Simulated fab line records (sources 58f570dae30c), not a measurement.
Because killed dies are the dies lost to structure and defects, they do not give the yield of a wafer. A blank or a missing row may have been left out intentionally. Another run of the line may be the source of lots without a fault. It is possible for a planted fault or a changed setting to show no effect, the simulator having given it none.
What tool caused it? ; flow berkeley_cmos170 ; 15 lots with 45 wafers sampled at 4 steps, on a route of 331 steps

== WHAT THE GAUGES READ, wafer by wafer ==
UCB170_CONTACT_CD_MEAS_90 targets a cd of 700 nm. Usual: 700.5 nm for cd_nm, sd 1.5.
lot;measured;on;cd_nm (nm);flag
L815;day 8 14:04;cd_sem-01;703.0 703.6 703.2;
L814;day 8 15:05;cd_sem-01;700.2 701.4 702.4;
L818;day 8 23:33;cd_sem-02;700.1 701.3 701.1;
L817;day 8 23:59;cd_sem-02;702.9 704.3 702.9;
L816;day 9 01:40;cd_sem-02;699.8 700.5 700.5;
L820;day 9 03:08;cd_sem-01;699.4 701.1 700.3;
L823;day 10 01:12;cd_sem-01;700.6 701.2 700.4;
L826;day 10 13:08;cd_sem-01;699.6 698.4 698.4;
L827;day 10 14:23;cd_sem-01;700.5 701.4 702.3;
L825;day 10 14:37;cd_sem-02;698.5 700.0 699.4;
L829;day 11 13:40;cd_sem-01;699.6 701.4 699.9;
L832;day 12 06:01;cd_sem-02;700.6 700.8 700.9;
L831;day 12 08:37;cd_sem-02;700.8 701.6 701.7;
L836;day 12 20:38;cd_sem-01;700.4 699.5 703.0;
L835;day 12 20:43;cd_sem-01;700.2 701.3 699.9;

UCB170_M1_RS_MEAS_01: measurement is done with a four-point probe. Usual: for M1_AL_RS the level is 0.0484 ohm/sq and the standard deviation is 0.00051.
lot;measured;on;M1_AL_RS (ohm/sq);flag
L815;day 8 14:25;film_metro-01;0.0492 0.0492 0.0491;
L814;day 8 15:28;film_metro-04;0.0481 0.0479 0.0479;
L818;day 9 00:01;film_metro-04;0.0481 0.0480 0.0481;
L817;day 9 00:21;film_metro-01;0.0483 0.0486 0.0487;
L816;day 9 02:01;film_metro-04;0.0487 0.0486 0.0490;
L820;day 9 03:42;film_metro-01;0.0490 0.0491 0.0488;
L823;day 10 01:34;film_metro-03;0.0484 0.0480 0.0480;
L826;day 10 13:29;film_metro-04;0.0480 0.0479 0.0481;
L827;day 10 14:56;film_metro-04;0.0494 0.0489 0.0492;
L825;day 10 14:59;film_metro-03;0.0476 0.0473 0.0473;
L829;day 11 14:14;film_metro-03;0.0483 0.0484 0.0479;
L832;day 12 06:32;film_metro-01;0.0481 0.0478 0.0483;
L831;day 12 08:58;film_metro-01;0.0487 0.0484 0.0481;
L836;day 12 21:00;film_metro-03;0.0484 0.0487 0.0489;
L835;day 12 21:08;film_metro-01;0.0481 0.0478 0.0478;

== EACH LOT AND THE TOOL THAT RAN IT (in order: tool; ch and the chambers of the sampled wafers; start) ==
lot;UCB170_BACKSIDE_STRIP_03;UCB170_CONTACT_RTA_08
L815;plasma_asher-04 ch 0,1, day 8 07:43;rtp_anneal-01 ch 0, day 8 12:08
L814;plasma_asher-03 ch 0,1, day 8 09:16;rtp_anneal-02 ch 0, day 8 13:37
L818;plasma_asher-02 ch 0, day 8 17:53;rtp_anneal-02 ch 0, day 8 22:08
L817;plasma_asher-04 ch 0,1, day 8 18:05;rtp_anneal-01 ch 0, day 8 22:20
L816;plasma_asher-04 ch 0,1, day 8 18:47;rtp_anneal-02 ch 0, day 8 23:52
L820;plasma_asher-04 ch 0,1, day 8 20:56;rtp_anneal-02 ch 0, day 9 01:41
L823;plasma_asher-02 ch 0,1, day 9 17:22;rtp_anneal-01 ch 0, day 9 23:52
L826;plasma_asher-02 ch 0,1, day 10 07:10;rtp_anneal-01 ch 0, day 10 11:14
L827;plasma_asher-04 ch 0,1, day 10 07:26;rtp_anneal-02 ch 0, day 10 12:34
L825;plasma_asher-02 ch 0, day 10 07:47;rtp_anneal-01 ch 0, day 10 12:34
L829;plasma_asher-04 ch 0,1, day 11 06:59;rtp_anneal-02 ch 0, day 11 12:11
L832;plasma_asher-04 ch 0,1, day 11 23:22;rtp_anneal-02 ch 0, day 12 04:32
L831;plasma_asher-02 ch 0,1, day 11 23:28;rtp_anneal-02 ch 0, day 12 06:52
L836;plasma_asher-02 ch 0,1, day 12 12:06;rtp_anneal-02 ch 0, day 12 17:39
L835;plasma_asher-03 ch 0,1, day 12 12:28;rtp_anneal-02 ch 0, day 12 17:54
- UCB170_BACKSIDE_STRIP_03: strips in O2.
- UCB170_CONTACT_RTA_08: time 10 s.

== AS READ BY THE TOOLS THEMSELVES (means over the sampled wafers that have a number; for cases with no such wafer, the mark the record gives instead) ==
UCB170_BACKSIDE_STRIP_03. Usual: drypump_motor_current_A 5.9 A, standard deviation 0.47; oes_product_au 0.734 a.u., standard deviation 0.0047; strip_time_to_endpoint_s 21.93 s, standard deviation 0.066.
lot;tool;drypump_motor_current_A (A);oes_product_au (a.u.);strip_time_to_endpoint_s (s);flag
L815;plasma_asher-04;5.6;0.734;21.90;
L814;plasma_asher-03;6.5;0.737;22.02;
L818;plasma_asher-02;5.5;0.734;21.98;
L817;plasma_asher-04;5.9;0.741;21.91;
L816;plasma_asher-04;5.9;0.731;21.90;
L820;plasma_asher-04;5.6;0.731;22.04;
L823;plasma_asher-02;5.6;0.738;21.97;
L826;plasma_asher-02;5.6;0.734;21.88;
L827;plasma_asher-04;5.6;0.727;21.97;
L825;plasma_asher-02;5.5;0.734;21.97;
L829;plasma_asher-04;5.9;0.733;22.00;
L832;plasma_asher-04;5.6;0.733;21.92;
L831;plasma_asher-02;5.6;0.734;21.89;
L836;plasma_asher-02;5.6;0.732;21.89;
L835;plasma_asher-03;6.5;0.729;21.91;

UCB170_CONTACT_RTA_08. Usual: lamp_power_pct 24.2 %, standard deviation 1.1; wafer_temp_C_max 904.3, standard deviation 0.91.
lot;tool;lamp_power_pct (%);wafer_temp_C_max;flag
L815;rtp_anneal-01;25.4;903.7;
L814;rtp_anneal-02;23.1;904.4;
L818;rtp_anneal-02;23.1;903.2;
L817;rtp_anneal-01;25.3;905.0;
L816;rtp_anneal-02;23.1;903.7;
L820;rtp_anneal-02;23.1;903.7;
L823;rtp_anneal-01;26.0;913.8;OFF
L826;rtp_anneal-01;26.1;913.7;OFF
L827;rtp_anneal-02;23.1;904.6;
L825;rtp_anneal-01;26.0;913.8;OFF
L829;rtp_anneal-02;23.1;903.7;
L832;rtp_anneal-02;23.1;903.6;
L831;rtp_anneal-02;23.1;903.8;
L836;rtp_anneal-02;23.1;904.4;
L835;rtp_anneal-02;23.1;904.2;

== THE ANSWER, worked out from the rows above alone ==
Rule: take the mean of a lot's wafers that have a number; if it is more than 3 standard deviations from the usual mean, the lot is off. Also off: a lot with no number at a reading for which 4 or more lots have one. The other lots that the step has rows for count as sound. The gauges are gone through in route order, then the tools' own readings, and for those a lot's mean is taken as printed above. The first step at which some lot is off is used, and at that step the reading that is off furthest; a lot without a number counts as furthest.
Off, at UCB170_CONTACT_RTA_08 on wafer_temp_C_max: L823, L826, L825.
If a tool, at that step or one of the process steps before it, ran each lot that is off and ran no sound lot following the first of them, it fits. One candidate fits, namely rtp_anneal-01 at UCB170_CONTACT_RTA_08. Its last sound lot is L817 (day 8 22:20), its first lot that is off L823 (day 9 23:52): a fault that began between those two fits.
The tool's own readings at UCB170_CONTACT_RTA_08 bear it out: on the lots that are off they differ by more than 5 times the standard deviation of the sound lots' means. wafer_temp_C_max reads 913.8 there against 904.0 on the sound lots.

== WHAT WAS PUT IN BY THE SIMULATOR ==
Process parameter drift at UCB170_CONTACT_RTA_08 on rtp_anneal-01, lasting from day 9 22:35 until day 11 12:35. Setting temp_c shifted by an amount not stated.
Shown lots that were struck: L823, L826, L825. Same finding as the rule above.
